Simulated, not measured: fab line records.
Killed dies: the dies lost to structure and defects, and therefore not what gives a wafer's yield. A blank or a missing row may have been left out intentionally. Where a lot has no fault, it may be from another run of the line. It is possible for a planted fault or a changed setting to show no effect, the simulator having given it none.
Tool commonality check | flow berkeleyCmos170 | Lots sampled 14, wafers sampled 42

## REASON IT WAS OPENED
2 of 14 lots carry a flag on the reading PVT_TW at UCB170_PVT_TW_MEAS_09. No-fault wafers: 505, standard deviation 5.3.
Rule: a lot is flagged when every wafer of it that has a number lies more than 4 standard deviations from that mean, or none has a number. All remaining lots are regarded as sound.

lot  | measured     | on           | PVT_TW, wafer by wafer | flag
L668 | day 5 17:28  | filmMetro-04 | 517 514 513            | 
L670 | day 6 05:44  | filmMetro-03 | 498 501 504            | 
L672 | day 6 15:25  | filmMetro-02 | 508 505 504            | 
L671 | day 6 15:41  | filmMetro-03 | 501 501 499            | 
L673 | day 6 15:49  | filmMetro-02 | 507 506 506            | 
L675 | day 6 23:56  | filmMetro-04 | 510 509 511            | 
L677 | day 7 18:24  | filmMetro-04 | 476 473 476            | FLAGGED
L682 | day 9 01:37  | filmMetro-03 | 468 466 466            | FLAGGED
L686 | day 9 05:57  | filmMetro-03 | 504 502 504            | 
L687 | day 9 06:09  | filmMetro-03 | 505 506 505            | 
L688 | day 9 20:55  | filmMetro-03 | 508 505 504            | 
L689 | day 10 04:39 | filmMetro-04 | 515 513 515            | 
L690 | day 10 04:45 | filmMetro-03 | 502 496 500            | 
L691 | day 10 08:55 | filmMetro-03 | 498 496 498            | 
The mean of the flagged lots' numbers is 471, -34 from the usual (-6 standard deviations).

## LOT BY LOT: THE TOOL USED
The record holds 1 process step before the reading, out of a route of 331 steps. In each cell: the tool, then ch and the chambers that the sampled wafers went through, then the start.
lot  | flag    | UCB170_PVT_IMPLANT_07
L668 |         | implanter-03 ch 0, day 5 17:15
L670 |         | implanter-03 ch 0, day 6 05:29
L672 |         | implanter-02 ch 0, day 6 15:08
L671 |         | implanter-03 ch 0, day 6 15:28
L673 |         | implanter-02 ch 0, day 6 15:34
L675 |         | implanter-04 ch 0, day 6 23:41
L677 | FLAGGED | implanter-04 ch 0, day 7 18:09
L682 | FLAGGED | implanter-04 ch 0, day 9 01:23
L686 |         | implanter-03 ch 0, day 9 05:42
L687 |         | implanter-02 ch 0, day 9 05:54
L688 |         | implanter-02 ch 0, day 9 20:40
L689 |         | implanter-03 ch 0, day 10 04:26
L690 |         | implanter-02 ch 0, day 10 04:31
L691 |         | implanter-03 ch 0, day 10 08:40
What the steps here do:
- UCB170_PVT_IMPLANT_07
- UCB170_PVT_TW_MEAS_09

## FLAGGED AGAINST TOTAL, ONE TOOL AT A TIME (gauges that did the reading follow at the end)
step                  | tool         | lots run | flagged | share of the flagged lots | sound lots run after its first flagged lot
UCB170_PVT_IMPLANT_07 | implanter-02 | 5        | 0       | none                      | -
UCB170_PVT_IMPLANT_07 | implanter-03 | 6        | 0       | none                      | -
UCB170_PVT_IMPLANT_07 | implanter-04 | 3        | 2       | all                       | 0
UCB170_PVT_TW_MEAS_09 | filmMetro-02 | 2        | 0       | none                      | -
UCB170_PVT_TW_MEAS_09 | filmMetro-03 | 8        | 1       | some                      | 5 (L686,L687,L688,L690,L691)
UCB170_PVT_TW_MEAS_09 | filmMetro-04 | 4        | 1       | some                      | 1 (L689)

## WHAT IS ALLOWED BY THE TABLE
Rows of the table that ran each flagged lot: 1, that is implanter-04 at UCB170_PVT_IMPLANT_07.
- implanter-04 at UCB170_PVT_IMPLANT_07: 2 of its 3 lots flagged. It ran its last sound lot, L675, at day 6 23:41 and its first flagged lot, L677, at day 7 18:09: a fault with its onset between the two fits. Its own readings lie more than 4 standard deviations out on every wafer of the flagged lots: doseIonsCm2, faradayCurrentUA.
Left over: one tool, implanter-04 at UCB170_PVT_IMPLANT_07.

## WHAT THE SIMULATOR HAD INSERTED
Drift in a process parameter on implanter-04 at UCB170_PVT_IMPLANT_07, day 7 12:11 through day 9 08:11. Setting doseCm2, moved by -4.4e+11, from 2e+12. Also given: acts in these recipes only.
Struck lots among those shown: L677, L682. The rule above found the same.
